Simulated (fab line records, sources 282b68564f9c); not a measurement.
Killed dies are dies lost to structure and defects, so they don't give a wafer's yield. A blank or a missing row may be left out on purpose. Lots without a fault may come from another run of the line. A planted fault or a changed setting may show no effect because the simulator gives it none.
fab line records | flow rit_cmos
record lots=6 wafers=18 last_day=6
route steps=202 shown NSD@138 PSD@142 SDANNEAL@153 M1@202
lots that met no fault: from a run of the same line without faults
start_h: hours from the record's first day to the start of the lot's first wafer shown | wait_h: hours since the lot's step before | " the same as in the row above | L1.1+2: a row that stands for several wafers | - no value, or no start given | * or withheld: withheld | < > ~ a bound
route shown NAME@n: a module of which the file shows steps, and the number in the route of the first | usual: mean/standard deviation of fault-free wafers | same: alike in all rows | chamber/n: place in a boat | sites: the reading at each site | _std_site: their standard deviation | _edge_site: outer sites' mean less inner sites' | radius_mm: how far each site lies from the wafer's centre | mask NAME#n: copy n | behind: the tool/chamber that last shaped the wafer | hold: why the lot was held/for how many hours/how that ended | device: the transistor (n, p or np) that didn't switch | end of line: the same wafers' tests at the end of the route | a step without rows: its recipe alone | killed: dies lost to structure and defects at the first sort, not the wafer's yield | map: a wafer's dies, x killed, . not, _ none there
set.NAME: the setting as run; set.NAME@STEP: as run at that earlier step | model.NAME: the simulator's own value behind a step, which no gauge read
lots at some steps of the route; a table a step, a row a wafer
services: from which hour (start_h, from the record's first day; less than 0 if before it) a tool's chamber was out of use, for how many hours, and why
## steps
# step RIT_NSD_HARDBAKE_07
# recipe resist=NOVOLAK temp_c=140 time_s=60
# step RIT_NSD_IMPLANT_08
# recipe species=P energy_kev=25 dose_cm2=1e+15 tilt_deg=7
# step RIT_NSD_STRIP_09
# recipe chemistry=O2 time_s=180 resist=NOVOLAK platen_temp_c=withheld power_w=500 pressure_mtorr=4000 o2_flow_sccm=4000
# usual drypump_motor_current_A=5.4/0.49 o2_flow_sccm=4002/13 rf_refl_power_W=6.7/1
# columns lot.wafer tool chamber start_h wait_h drypump_motor_current_A o2_flow_sccm rf_hours_counter_h rf_refl_power_W
L323.1 plasma_asher-02 0 68.09 0.1 5.9 4007 24 5.0
L323.5 " 1 " " 5.5 3974 - 8.5
L323.6 " 0 " " 5.9 4011 - 4.7
L324.1 plasma_asher-01 0 74.30 0.1 5.4 3998 45 7.3
L324.2 " 1 " " 5.0 4014 45 6.2
L324.5 " 0 " " 5.4 3999 - 7.3
L330.1 plasma_asher-04 0 102.04 0.1 6.2 4007 48 6.5
L330.3 " 1 " " 4.7 4010 - 7.8
L330.6 " 0 " " 6.2 4005 - 6.2
L331.1 plasma_asher-01 1 107.26 0.1 5.1 4002 49 5.9
L331.5 " 1 " " 5.0 3983 - 6.0
L331.6 " 0 " " 5.4 4017 - 7.1
L334.3 plasma_asher-01 0 123.31 0.1 5.4 4009 - 7.4
L334.4 " 1 " " 5.0 3992 - 6.0
L334.6 " 0 " " 5.4 4012 - 7.3
L335.2 plasma_asher-04 0 126.95 0.1 6.2 3995 51 6.5
L335.4 " 0 " " 6.2 3990 - 6.5
L335.5 " 0 " " 6.2 4006 - 6.4
# step RIT_NSD_TW_MEAS_10
# usual NSD_TW=3083/30
# columns lot.wafer tool chamber start_h wait_h NSD_TW
L323.1 film_metro-04 - 68.26 0.1 3119
L323.5 " - " " 3109
L323.6 " - " " 3131
L324.1 film_metro-01 - 74.47 0.1 3037
L324.2 " - " " 3050
L324.5 " - " " 3043
L330.1 film_metro-01 - 102.22 0.1 3045
L330.3 " - " " 3044
L330.6 " - " " 3029
L331.1 film_metro-04 - 107.43 0.1 3111
L331.5 " - " " 3104
L331.6 " - " " 3112
L334.3 film_metro-01 - 123.45 0.1 3037
L334.4 " - " " 3036
L334.6 " - " " 3032
L335.2 film_metro-04 - 127.13 0.1 3117
L335.4 " - " " 3123
L335.5 " - " " 3120
# step RIT_PSD_HMDS_00
# recipe prime_time_s=60 prime_temp_c=140
# step RIT_PSD_COAT_01
# recipe resist=NOVOLAK spin_rpm=3250 resist_thk_nm=1000
# step RIT_PSD_SOFTBAKE_02
# recipe resist=NOVOLAK temp_c=90 time_s=60
# step RIT_PSD_EXPOSE_03
# recipe mask_id=M10 na=0.57 target_cd_nm=40900 dose_mj=250
# step RIT_PSD_PEB_04
# recipe resist=NOVOLAK temp_c=withheld time_s=withheld
# step RIT_PSD_DEVELOP_05
# recipe resist=NOVOLAK develop_time_s=50 dev_temp_c=23
# step RIT_PSD_OVL_MEAS_06
# usual PSD_OVL=-0.8/1.3
# columns lot.wafer tool chamber start_h wait_h PSD_OVL[nm]
L323.1 overlay-02 - 69.30 - -1.2
L323.5 " - " " -0.7
L323.6 " - " " -2.0
L324.1 overlay-01 - 75.51 - -2.0
L324.2 " - " " -2.5
L324.5 " - " " -1.8
L330.1 overlay-02 - 103.25 - -1.2
L330.3 " - " " -1.4
L330.6 " - " " -1.6
L331.1 overlay-01 - 108.34 - -2.4
L331.5 " - " " -1.3
L331.6 " - " " -2.6
L334.3 overlay-01 - 124.35 - 0.2
L334.4 " - " " 0.6
L334.6 " - " " 1.0
L335.2 overlay-01 - 128.16 - -0.9
L335.4 " - " " -0.3
L335.5 " - " " -0.8
# step RIT_PSD_HARDBAKE_07
# recipe resist=NOVOLAK temp_c=140 time_s=60
# step RIT_PSD_IMPLANT_08
# recipe species=BF2 energy_kev=27 dose_cm2=5e+15 tilt_deg=7
# same implant_ion_amu=49
# columns lot.wafer tool chamber start_h wait_h
L323.1+5+6 implanter-04 0 69.48 0.1
L324.1+2+5 implanter-02 0 75.69 0.1
L330.1+3+6 implanter-02 0 103.44 0.1
L331.1+5+6 implanter-02 0 108.53 0.1
L334.3+4+6 implanter-01 0 124.58 0.1
L335.2+4+5 implanter-04 0 128.37 0.1
# step RIT_PSD_STRIP_09
# recipe chemistry=O2 time_s=180 resist=NOVOLAK platen_temp_c=withheld power_w=500 pressure_mtorr=4000 o2_flow_sccm=4000
# usual drypump_motor_current_A=5.5/0.61 o2_flow_sccm=4000/12 rf_refl_power_W=6.6/0.83
# columns lot.wafer tool chamber start_h wait_h drypump_motor_current_A o2_flow_sccm rf_hours_counter_h rf_refl_power_W
L323.1 plasma_asher-01 0 69.63 0.1 5.4 3995 45 7.2
L323.5 " 1 " " 5.0 4017 - 6.4
L323.6 " 0 " " 5.4 4001 - 7.2
L324.1 plasma_asher-04 0 75.84 0.1 6.3 4006 45 6.3
L324.2 " 1 " " 4.7 3986 45 8.1
L324.5 " 0 " " 6.2 4007 - 6.4
L330.1 plasma_asher-01 0 103.59 0.1 5.4 4007 48 7.1
L330.3 " 1 " " 5.0 4000 - 6.1
L330.6 " 1 " " 5.0 3999 - 5.9
L331.1 plasma_asher-01 0 108.68 0.1 5.4 3995 49 7.0
L331.5 " 1 " " 5.0 4002 - 6.0
L331.6 " 0 " " 5.4 4000 - 7.1
L334.3 plasma_asher-03 1 124.74 0.1 6.5 3971 - 5.0
L334.4 " 0 " " 5.6 3988 - 7.1
L334.6 " 0 " " 5.6 3994 - 7.2
L335.2 plasma_asher-01 0 128.49 0.1 5.4 4020 1 7.1
L335.4 " 1 " " 5.0 3998 - 6.1
L335.5 " 1 " " 5.0 4003 - 6.0
# step RIT_PSD_TW_MEAS_10
# usual PSD_TW=3385/35
# columns lot.wafer tool chamber start_h wait_h PSD_TW
L323.1 film_metro-04 - 69.81 0.1 3408
L323.5 " - " " 3404
L323.6 " - " " 3421
L324.1 film_metro-01 - 76.02 0.1 3347
L324.2 " - " " 3358
L324.5 " - " " 3347
L330.1 film_metro-03 - 103.76 0.1 3341
L330.3 " - " " 3350
L330.6 " - " " 3363
L331.1 film_metro-01 - 108.85 0.1 3329
L331.5 " - " " 3312
L331.6 " - " " 3313
L334.3 film_metro-01 - 124.87 0.1 3349
L334.4 " - " " 3355
L334.6 " - " " 3335
L335.2 film_metro-04 - 128.68 0.1 3425
L335.4 " - " " 3417
L335.5 " - " " 3398
# step RIT_SDANNEAL_CLEAN_00
# recipe chemistry=SC1 mix=3:3:50 time_s=600 temp_c=75
# step RIT_SDANNEAL_CLEAN_01
# recipe chemistry=dHF dilution=50:1 time_s=30
# step RIT_SDANNEAL_CLEAN_02
# recipe chemistry=SC2 mix=3:3:50 time_s=600 temp_c=75 dry=n2_spin
# step RIT_SDANNEAL_RTA_03
# recipe temp_c=1050 time_s=5 idle_temp_c=600 ramp_up_c_per_s=342 ramp_down_c_per_s=171 cool_to_c=600 ambient=N2
# usual wafer_temp_C_max=1053.6/1.2
# columns lot.wafer tool chamber start_h wait_h wafer_temp_C_max
L323.1 rtp_anneal-02 0 70.24 0.0 1054.5
L323.5 " 0 " " 1052.9
L323.6 " 0 " " 1053.2
L324.1 rtp_anneal-01 0 76.51 0.0 1052.3
L324.2 " 0 " " 1052.3
L324.5 " 0 " " 1051.7
L330.1 rtp_anneal-01 0 104.22 0.0 1051.9
L330.3 " 0 " " 1052.3
L330.6 " 0 " " 1054.2
L331.1 rtp_anneal-02 0 109.31 0.0 1053.2
L331.5 " 0 " " 1052.2
L331.6 " 0 " " 1051.6
L334.3 rtp_anneal-01 0 125.34 0.0 1052.6
L334.4 " 0 " " 1053.5
L334.6 " 0 " " 1054.3
L335.2 rtp_anneal-02 0 129.14 0.0 1053.8
L335.4 " 0 " " 1053.5
L335.5 " 0 " " 1052.1
# step RIT_SDANNEAL_RS_MEAS_04
# recipe thk_meas_gauge=four-point-probe
# usual PSD_RS=115.96/0.28
# columns lot.wafer tool chamber start_h wait_h PSD_RS[ohm/sq]
L323.1 film_metro-04 - 70.30 0.0 115.99
L323.5 " - " " 116.10
L323.6 " - " " 116.19
L324.1 film_metro-01 - 76.57 0.0 116.20
L324.2 " - " " 116.24
L324.5 " - " " 115.80
L330.1 film_metro-03 - 104.28 0.0 117.07
L330.3 " - " " 116.69
L330.6 " - " " 116.80
L331.1 film_metro-03 - 109.37 0.0 116.55
L331.5 " - " " 117.00
L331.6 " - " " 116.69
L334.3 film_metro-04 - 125.45 0.1 115.65
L334.4 " - " " 115.58
L334.6 " - " " 115.90
L335.2 film_metro-04 - 129.20 0.1 115.57
L335.4 " - " " 115.68
L335.5 " - " " 115.67
# step RIT_SDANNEAL_RS_MEAS_05
# recipe thk_meas_gauge=four-point-probe
# usual NSD_RS=84.63/0.29
# columns lot.wafer tool chamber start_h wait_h NSD_RS[ohm/sq]
L323.1 film_metro-04 - 70.42 0.1 84.75
L323.5 " - " " 84.36
L323.6 " - " " 84.32
L324.1 film_metro-01 - 76.69 0.1 84.87
L324.2 " - " " 85.10
L324.5 " - " " 84.76
L330.1 film_metro-03 - 104.40 0.1 84.35
L330.3 " - " " 84.37
L330.6 " - " " 84.20
L331.1 film_metro-03 - 109.49 0.1 84.63
L331.5 " - " " 84.80
L331.6 " - " " 84.74
L334.3 film_metro-04 - 125.57 0.1 84.63
L334.4 " - " " 84.42
L334.6 " - " " 84.44
L335.2 film_metro-04 - 129.32 0.1 84.39
L335.4 " - " " 84.49
L335.5 " - " " 84.25
# step RIT_M1_PROBE_99
# usual killed_at_contacts=0.1/0.27 killed_at_front_end=6.1/2.9 killed_dies=6.2/2.9 killed_open=3.2/1.9 killed_short=3/1.9
# same gross_dies=264 killed_at_M0_to_M3=0 killed_at_M4_up=0 killed_at_back_side=0 killed_at_other=0
# columns lot.wafer tool chamber start_h wait_h killed_at_contacts killed_at_front_end killed_dies killed_open killed_short model.etest.pmos_0p15.drive_ua_um_range model.etest.pmos_0p15.vt_v_range model.etest.diode_pplus_nwell.cj_ff_um2_range
L323.1 prober-02 - 77.68 0.1 0 5 5 5 0 6.057 0.005728 0.05978
L323.5 prober-02 - 77.88 0.2 0 4 4 1 3 4.453 0.006576 0.02328
L323.6 prober-02 - 77.93 0.2 0 5 5 4 1 2.881 0.004459 0.04767
L324.1 prober-02 - 83.93 0.1 0 3 3 1 2 4.402 0.005189 0.01856
L324.2 prober-02 - 83.98 0.1 0 7 7 4 3 2.724 0.004886 0.02558
L324.5 prober-02 - 84.13 0.2 0 7 7 4 3 3.683 0.004409 0.04134
L330.1 prober-01 - 111.76 0.1 0 5 5 2 3 3.681 0.01772 0.05913
L330.3 prober-01 - 111.86 0.2 1 2 3 1 2 7.142 0.01692 0.04791
L330.6 prober-01 - 112.01 0.2 0 3 3 2 1 6.392 0.02243 0.04923
L331.1 prober-02 - 116.70 0.1 0 5 5 4 1 6.985 0.01966 0.03956
L331.5 prober-02 - 116.90 0.2 0 11 11 7 4 6.693 0.02023 0.02903
L331.6 prober-02 - 116.95 0.2 1 9 10 4 6 6.234 0.02123 0.03786
L334.3 prober-01 - 133.44 0.2 0 9 9 4 5 4.7 0.006119 0.02596
L334.4 prober-01 - 133.49 0.2 0 7 7 4 3 4.364 0.007266 0.03366
L334.6 prober-01 - 133.59 0.2 0 6 6 1 5 2.591 0.004761 0.03241
L335.2 prober-02 - 136.91 0.1 0 7 7 3 4 2.777 0.007328 0.02733
L335.4 prober-02 - 137.01 0.2 0 4 4 2 2 3.817 0.003446 0.0285
L335.5 prober-02 - 137.06 0.2 0 8 8 3 5 3.975 0.007057 0.03715
# killed by level:class
L323.1 FOX2:geometric_particle:open=2 GATE:geometric_particle:open=2 SILICIDE:geometric_particle:open=1
L323.5 GATE:geometric_particle:short=2 FOX2:geometric_particle:open=1 REOX:geometric_particle:short=1
L323.6 REOX:geometric_particle:open=2 FOX2:geometric_particle:short=1 FOX2:geometric_particle:open=1 SILICIDE:geometric_particle:open=1
L324.1 FOX1:geometric_particle:short=1 SPACER:geometric_particle:open=1 SILICIDE:geometric_particle:short=1
L324.2 GATE:geometric_particle:short=3 SPACER:geometric_particle:open=2 FOX2:geometric_particle:open=1 SILICIDE:geometric_particle:open=1
L324.5 GATE:geometric_particle:open=2 SPACER:geometric_particle:short=2 FOX1:geometric_particle:open=1 GATE:geometric_particle:short=1 SILICIDE:geometric_particle:open=1
L330.1 REOX:geometric_particle:short=2 FOX1:geometric_particle:open=1 GATE:geometric_particle:short=1 SILICIDE:geometric_particle:open=1
L330.3 GATE:geometric_particle:short=1 SPACER:geometric_particle:short=1 CONTACT:geometric_particle:open=1
L330.6 FOX1:geometric_particle:open=1 GATE:geometric_particle:open=1 SILICIDE:geometric_particle:short=1
L331.1 SILICIDE:geometric_particle:open=2 FOX1:geometric_particle:short=1 FOX2:geometric_particle:open=1 SPACER:geometric_particle:open=1
L331.5 FOX1:geometric_particle:open=2 GATE:geometric_particle:open=2 SILICIDE:geometric_particle:open=2 FOX1:geometric_particle:short=1 FOX2:geometric_particle:short=1 REOX:geometric_particle:short=1 REOX:geometric_particle:open=1 SILICIDE:geometric_particle:short=1
L331.6 GATE:geometric_particle:short=3 FOX2:geometric_particle:short=2 FOX1:geometric_particle:open=1 FOX2:geometric_particle:open=1 GATE:geometric_particle:open=1 SILICIDE:geometric_particle:open=1 CONTACT:geometric_particle:short=1
L334.3 GATE:geometric_particle:open=2 FOX1:geometric_particle:short=1 FOX1:geometric_particle:open=1 FOX2:geometric_particle:short=1 GATE:geometric_particle:short=1 REOX:geometric_particle:short=1 SILICIDE:geometric_particle:short=1 SILICIDE:geometric_particle:open=1
L334.4 FOX1:geometric_particle:short=1 GATE:geometric_particle:open=1 REOX:geometric_particle:open=1 SPACER:geometric_particle:open=1 SPACER:geometric_particle:short=1 SILICIDE:geometric_particle:open=1 SILICIDE:geometric_particle:short=1
L334.6 GATE:geometric_particle:short=4 FOX1:geometric_particle:short=1 GATE:geometric_particle:open=1
L335.2 FOX1:geometric_particle:short=2 REOX:geometric_particle:short=2 FOX1:geometric_particle:open=1 GATE:geometric_particle:open=1 REOX:geometric_particle:open=1
L335.4 FOX1:geometric_particle:short=1 FOX1:geometric_particle:open=1 GATE:geometric_particle:open=1 SPACER:geometric_particle:short=1
L335.5 FOX1:geometric_particle:short=2 SPACER:geometric_particle:short=2 FOX2:geometric_particle:open=1 GATE:geometric_particle:open=1 GATE:geometric_particle:short=1 REOX:geometric_particle:open=1
## services
# columns tool chamber start_h hours kind
plasma_asher-02 - 105.11 0.7 repair
plasma_asher-01 - 108.85 9.0 pm
plasma_asher-01 0 108.85 9.0 vent_cycle
plasma_asher-01 1 108.85 9.0 vent_cycle
plasma_asher-01 0 117.85 - clean
plasma_asher-01 1 117.85 - clean
rtp_anneal-01 - 127.12 3.8 pm
## key
first_sign step=RIT_SDANNEAL_RS_MEAS_04 reading=PSD_RS direction=up sigmas=3 usual=115.96 struck=116.80
effect none on later readings
model_effect step=RIT_M1_PROBE_99 value=etest.pmos_0p15.drive_ua_um_range without=3.845 struck=6.188
met_at RIT_PSD_IMPLANT_08
struck_wafers L330.1,L330.3,L330.6,L331.1,L331.5,L331.6
tester_left_out L330,L331
onset_between 75.69 103.44
fault kind=process_parameter_drift tool=implanter-02 chamber=- onset_h=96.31 steps=RIT_PSD_IMPLANT_08 channel=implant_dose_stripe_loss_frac offset=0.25 shape=step end_h=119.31
# tester_left_out: of these lots the tester's yield and bins aren't shown, on N5 and GAA mostly nor the transistor test; their killed dies are dies lost to structure and defects alone, not to doping, threshold or leakage, so they don't give the yield
